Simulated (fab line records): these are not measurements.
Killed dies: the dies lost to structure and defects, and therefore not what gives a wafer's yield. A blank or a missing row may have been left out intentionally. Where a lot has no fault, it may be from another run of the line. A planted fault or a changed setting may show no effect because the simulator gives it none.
What tool caused it? ; flow rit-cmos ; at 1 step of a route of 202, 6 lots with 16 wafers sampled

## WHAT THE GAUGES SHOWED, per wafer
RIT_NLDD_OVL_MEAS_06.
lot;measured;on;NLDD_OVL (nm)
L506;day 3 07:16;overlay-01;-0.3 -2.6 0.3
L509;day 3 18:58;overlay-01;-0.4 0.6 1.1
L513;day 4 17:10;overlay-02;2.8
L518;day 5 19:31;overlay-02;0.6 -0.2 1.3
L522;day 6 15:38;overlay-02;0.7 0.9 1.0
L528;day 7 18:08;overlay-02;0.8 -0.3 -0.6

## WHICH TOOL RAN EACH LOT (tool, then ch and the chambers of the sampled wafers, then the start)
There is no process step in the record ahead of these readings.

## THE ANSWER, worked out from the rows above alone
Rule: the lots themselves supply what counts as usual. The widest of any qualifying gaps counts: lots, ordered by their means at a reading, are off when they make up no more than a third of the lots, leave a main group of 4 or more, and stand apart from it by 3 or more times the standard deviation of that group's means. The tables above print the reading to a certain number of digits; a main group whose means all agree to those digits is not used. Also off: a lot with no number at a reading for which 4 or more lots have one. Where the step has rows for the other lots, those lots are counted as sound.
Off: L513, seen at RIT_NLDD_OVL_MEAS_06 (NLDD_OVL). For the main group the mean is 0.2 nm and the standard deviation 0.6.
If a tool, at a process step before that reading, ran all the lots that are off and no sound lot after the first of them, it fits. Those tools and the gauges at RIT_NLDD_OVL_MEAS_06 are tried in the same way. None of those tried fits.

## WHAT THE SIMULATOR HAD PUT IN
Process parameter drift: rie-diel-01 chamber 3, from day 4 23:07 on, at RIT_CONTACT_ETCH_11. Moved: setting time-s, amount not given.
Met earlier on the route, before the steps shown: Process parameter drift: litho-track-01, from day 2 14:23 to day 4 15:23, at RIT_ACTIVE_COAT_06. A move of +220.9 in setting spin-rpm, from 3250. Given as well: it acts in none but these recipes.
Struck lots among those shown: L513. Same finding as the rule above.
